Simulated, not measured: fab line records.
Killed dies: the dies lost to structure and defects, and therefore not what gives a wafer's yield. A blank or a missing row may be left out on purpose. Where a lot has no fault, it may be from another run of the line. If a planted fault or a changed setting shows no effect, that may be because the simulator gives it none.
Split-lot study + flow rit-cmos + 23 wafers read from 5 lots, route of 202 steps

## SPLIT DETAILS
At RIT_SPACER_CVD_03 (deposits Si3N4 from SiH2Cl2/NH3, target thk 250 nm, time 3300 s), the setting temp-c was moved away from the recipe's 810 C on 5 of the 23 wafers read, by +3.0%. The other wafers ran this setting at the recipe's value.

## FROM THE SPLIT ON TO THE READING: in between, the file shows 1 step
- RIT_SPACER_THK_MEAS_04

## THE READING
oes-product-au, in a.u., at RIT_SPACER_ETCHBACK_05 (etches Si3N4 in SF6/CHF3, stops on SiO2, target depth 250 nm, time 240 s). A value of 0.854 a.u. with a standard deviation of 0.016 a.u. is what fault-free wafers of this fab line usually give.

| wafer  | tool, chamber at the split | temp-c as run, C | against the recipe | oes-product-au, a.u. | against lot-mates on the recipe |
|--------|----------------------------|------------------|--------------------|----------------------|---------------------------------|
| L074.1 | -, -                       | 834.3            | +3.0%              | 0.979                | no lot-mate on the recipe       |
| L074.2 | -, -                       | 834.3            | +3.0%              | 0.985                | no lot-mate on the recipe       |
| L074.3 | -, -                       | 834.3            | +3.0%              | 1.033                | no lot-mate on the recipe       |
| L074.4 | -, -                       | 834.3            | +3.0%              | 0.982                | no lot-mate on the recipe       |
| L074.6 | -, -                       | 834.3            | +3.0%              | 1.027                | no lot-mate on the recipe       |
| L080.3 | lpcvd-01, 1                | 810              | recipe             | 0.834                | -                               |
| L080.4 | lpcvd-01, 1                | 810              | recipe             | 0.883                | -                               |
| L080.5 | lpcvd-01, 1                | 810              | recipe             | 0.876                | -                               |
| L082.1 | -, -                       | 810              | recipe             | 0.868                | -                               |
| L082.2 | -, -                       | 810              | recipe             | 0.876                | -                               |
| L082.4 | -, -                       | 810              | recipe             | 0.859                | -                               |
| L082.5 | -, -                       | 810              | recipe             | 0.859                | -                               |
| L082.6 | -, -                       | 810              | recipe             | 0.855                | -                               |
| L083.1 | -, -                       | 810              | recipe             | 0.833                | -                               |
| L083.2 | -, -                       | 810              | recipe             | 0.830                | -                               |
| L083.3 | -, -                       | 810              | recipe             | 0.833                | -                               |
| L083.4 | -, -                       | 810              | recipe             | 0.882                | -                               |
| L083.6 | -, -                       | 810              | recipe             | 0.833                | -                               |
| L084.1 | -, -                       | 810              | recipe             | 0.859                | -                               |
| L084.2 | -, -                       | 810              | recipe             | 0.875                | -                               |
| L084.3 | -, -                       | 810              | recipe             | 0.860                | -                               |
| L084.4 | -, -                       | 810              | recipe             | 0.869                | -                               |
| L084.6 | -, -                       | 810              | recipe             | 0.865                | -                               |

THE FIT
A straight line over all 23 wafers: oes-product-au changes by +0.0476 a.u. for each +1% of temp-c; r = +0.95; the points scatter about the line by 0.02 a.u.
Too few moved wafers have a lot-mate on the recipe to fit a line with each lot's own level taken away.

## THE WHOLE CHAIN: every reading that the file lists as answering this split, in the file's order
| step                   | what it does                                                             | reading                                                                        | change (the file's fit)                  | r (the file's) |
|------------------------|--------------------------------------------------------------------------|--------------------------------------------------------------------------------|------------------------------------------|----------------|
| RIT_SPACER_CVD_03      | deposits Si3N4 from SiH2Cl2/NH3, target thk 250 nm, time 3300 s          | Si3N4_of_SPACER_CVD_03.thk-nm (the simulator's own value, which no gauge read) | +44.1 nm for each +1% of the setting     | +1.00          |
| RIT_SPACER_THK_MEAS_04 |                                                                          | SPACER_NITRIDE_THK                                                             | +44.1 for each +1% of the setting        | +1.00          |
| RIT_SPACER_ETCHBACK_05 | etches Si3N4 in SF6/CHF3, stops on SiO2, target depth 250 nm, time 240 s | oes-product-au                                                                 | +0.0476 a.u. for each +1% of the setting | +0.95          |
| RIT_SPACER_ETCHBACK_05 | etches Si3N4 in SF6/CHF3, stops on SiO2, target depth 250 nm, time 240 s | Si3N4_of_SPACER_CVD_03.thk-nm (the simulator's own value, which no gauge read) | +34.7 nm for each +1% of the setting     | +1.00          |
| RIT_SPACER_ETCHBACK_05 | etches Si3N4 in SF6/CHF3, stops on SiO2, target depth 250 nm, time 240 s | etch.depth-nm (the simulator's own value, which no gauge read)                 | +19.9 nm for each +1% of the setting     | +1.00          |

## THE FILE'S OWN FIT
oes-product-au changes by +0.0476 a.u. for each +1% of temp-c, r = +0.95.
